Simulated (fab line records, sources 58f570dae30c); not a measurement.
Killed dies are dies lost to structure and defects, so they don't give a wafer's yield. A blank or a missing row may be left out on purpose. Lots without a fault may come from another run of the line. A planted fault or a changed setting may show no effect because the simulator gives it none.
Which tool did it? | flow berkeley_cmos170 | 14 lots, 42 wafers sampled, at 4 steps of a route of 331

WHAT THE GAUGES READ, wafer by wafer
UCB170_PVT_OVL_MEAS_06. Usual: PVT_OVL 1 nm, standard deviation 4.8.
lot  | measured     | on         | PVT_OVL (nm) | flag
L511 | day 6 06:54  | overlay-02 | -1 7 -1      |
L515 | day 6 23:38  | overlay-02 | -4 -1 -1     |
L512 | day 7 00:22  | overlay-01 | 2 4 3        |
L517 | day 7 13:09  | overlay-02 | 6 4 1        |
L518 | day 7 19:01  | overlay-01 | 4 8 6        |
L520 | day 8 13:17  | overlay-02 | 7 3 8        |
L523 | day 8 20:06  | overlay-02 | -1 -2 -2     |
L522 | day 8 20:23  | overlay-01 | -7 2 -5      |
L524 | day 8 20:31  | overlay-02 | -1 0 -5      |
L527 | day 9 18:58  | overlay-02 | -7 -4 -6     |
L529 | day 10 00:06 | overlay-01 | -11 -11 -10  |
L534 | day 11 03:52 | overlay-02 | -1 0 2       |
L532 | day 11 03:58 | overlay-02 | 4 9 3        |
L533 | day 11 04:10 | overlay-01 | 3 5 5        |

UCB170_GATE_THK_MEAS_02. Usual: GATE_OXIDE_THK 6.61 nm, standard deviation 0.12.
lot  | measured     | on            | GATE_OXIDE_THK (nm) | flag
L511 | day 6 13:59  | film_metro-01 | 6.47 6.42 6.39      |
L515 | day 7 04:16  | film_metro-04 | 6.67 6.47 6.42      |
L512 | day 7 04:16  | film_metro-02 | 6.66 6.80 6.68      |
L517 | day 7 18:59  | film_metro-01 | 6.75 6.70 6.92      |
L518 | day 8 01:56  | film_metro-02 | 6.65 6.69 6.58      |
L520 | day 8 19:57  | film_metro-01 | 6.74 6.63 6.59      |
L523 | day 9 04:00  | film_metro-04 | 6.61 6.53 6.65      |
L522 | day 9 04:04  | film_metro-04 | 6.91 6.75 6.76      |
L524 | day 9 04:08  | film_metro-04 | 6.65 6.66 6.60      |
L527 | day 9 23:11  | film_metro-01 | 6.74 6.67 6.70      |
L529 | day 10 04:22 | film_metro-02 | 6.43 6.40 6.40      |
L534 | day 11 08:32 | film_metro-04 | 6.63 6.67 6.67      |
L532 | day 11 08:32 | film_metro-01 | 6.62 6.65 6.61      |
L533 | day 11 08:37 | film_metro-04 | 6.60 6.51 6.53      |

UCB170_PLDD_TW_MEAS_11. Usual: PLDD_TW 1012, standard deviation 4.7.
lot  | measured     | on            | PLDD_TW        | flag
L511 | day 7 01:16  | film_metro-03 | 1013 1014 1011 |
L515 | day 7 15:10  | film_metro-03 | 1015 1010 1015 |
L512 | day 7 14:53  | film_metro-03 | 1011 1007 1013 |
L517 | day 8 05:41  | film_metro-01 | 1011 1010 1011 |
L518 | day 8 14:25  | film_metro-02 | 1015 1015 1008 |
L520 | day 9 08:27  | film_metro-02 | 1018 1016 1019 |
L523 | day 9 23:14  | film_metro-02 | 1018 1014 1010 |
L522 | day 9 22:42  | film_metro-02 | 1013 1022 1020 |
L524 | day 9 22:59  | film_metro-01 | 1012 1013 1015 |
L527 | day 10 08:27 | film_metro-01 | 1012 1013 1012 |
L529 | day 10 15:27 | film_metro-01 | 1009 1013 1014 |
L534 | day 11 18:46 | film_metro-01 | 1016 1012 1013 |
L532 | day 11 19:15 | film_metro-02 | 1012 1007 1000 |
L533 | day 11 19:02 | film_metro-01 | 1020 1016 1016 |

WHICH TOOL RAN EACH LOT (tool, then ch and the chambers of the sampled wafers, then the start)
lot  | UCB170_GATE_CLEAN_17
L511 | wet_bench-02 ch 2, day 6 22:58
L515 | wet_bench-03 ch 3, day 7 13:07
L512 | wet_bench-03 ch 0, day 7 12:46
L517 | wet_bench-03 ch 0, day 8 03:56
L518 | wet_bench-01 ch 0, day 8 11:59
L520 | wet_bench-02 ch 0, day 9 06:51
L523 | wet_bench-03 ch 3, day 9 20:44
L522 | wet_bench-03 ch 3, day 9 20:44
L524 | wet_bench-03 ch 0, day 9 20:44
L527 | wet_bench-02 ch 3, day 10 06:23
L529 | wet_bench-02 ch 0, day 10 13:16
L534 | wet_bench-03 ch 0, day 11 16:47
L532 | wet_bench-02 ch 0, day 11 17:23
L533 | wet_bench-03 ch 3, day 11 17:10
- UCB170_GATE_CLEAN_17: cleans in SPM, time 600 s.

WHAT THE TOOLS THEMSELVES READ (means of the sampled wafers that have a number; where no wafer has one, the mark that the record gives instead)
UCB170_GATE_CLEAN_17. Usual: bath_guard_temp_C 120.1 C, standard deviation 0.45; bath_heat_duty_pct 13.9 %, standard deviation 1.4.
lot  | tool         | bath_guard_temp_C (C) | bath_heat_duty_pct (%) | flag
L511 | wet_bench-02 | 120.5                 | 11.3                   |
L515 | wet_bench-03 | 120.3                 | 14.1                   |
L512 | wet_bench-03 | 119.5                 | 16.1                   |
L517 | wet_bench-03 | 119.4                 | 16.6                   |
L518 | wet_bench-01 | 120.6                 | 13.3                   |
L520 | wet_bench-02 | 119.7                 | 13.1                   |
L523 | wet_bench-03 | 120.1                 | 13.8                   |
L522 | wet_bench-03 | 120.2                 | 13.5                   |
L524 | wet_bench-03 | 119.2                 | 16.8                   |
L527 | wet_bench-02 | -                     | -                      | OFF
L529 | wet_bench-02 | -                     | -                      | OFF
L534 | wet_bench-03 | 119.3                 | 16.1                   |
L532 | wet_bench-02 | 119.8                 | 12.9                   |
L533 | wet_bench-03 | 120.4                 | 12.8                   |

THE ANSWER, worked out from the rows above alone
Rule: a lot is off if the mean of its wafers that have a number lies more than 3 standard deviations from the usual mean. A lot without any number at a reading at which 4 lots or more have one is off too. The other lots that the step has rows for count as sound. The gauges are gone through in route order, then the tools' own readings, and for those a lot's mean is taken as printed above. The first step at which some lot is off is used, and at that step the reading that is off furthest; a lot without a number counts as furthest.
Off: L527, L529, at UCB170_GATE_CLEAN_17 (bath_guard_temp_C). Without a number there: L527, L529.
A tool fits if, at that step or a process step before it, it ran every lot that is off, and no sound lot after the first of them. None of those tried fits.

WHAT THE SIMULATOR HAD PUT IN
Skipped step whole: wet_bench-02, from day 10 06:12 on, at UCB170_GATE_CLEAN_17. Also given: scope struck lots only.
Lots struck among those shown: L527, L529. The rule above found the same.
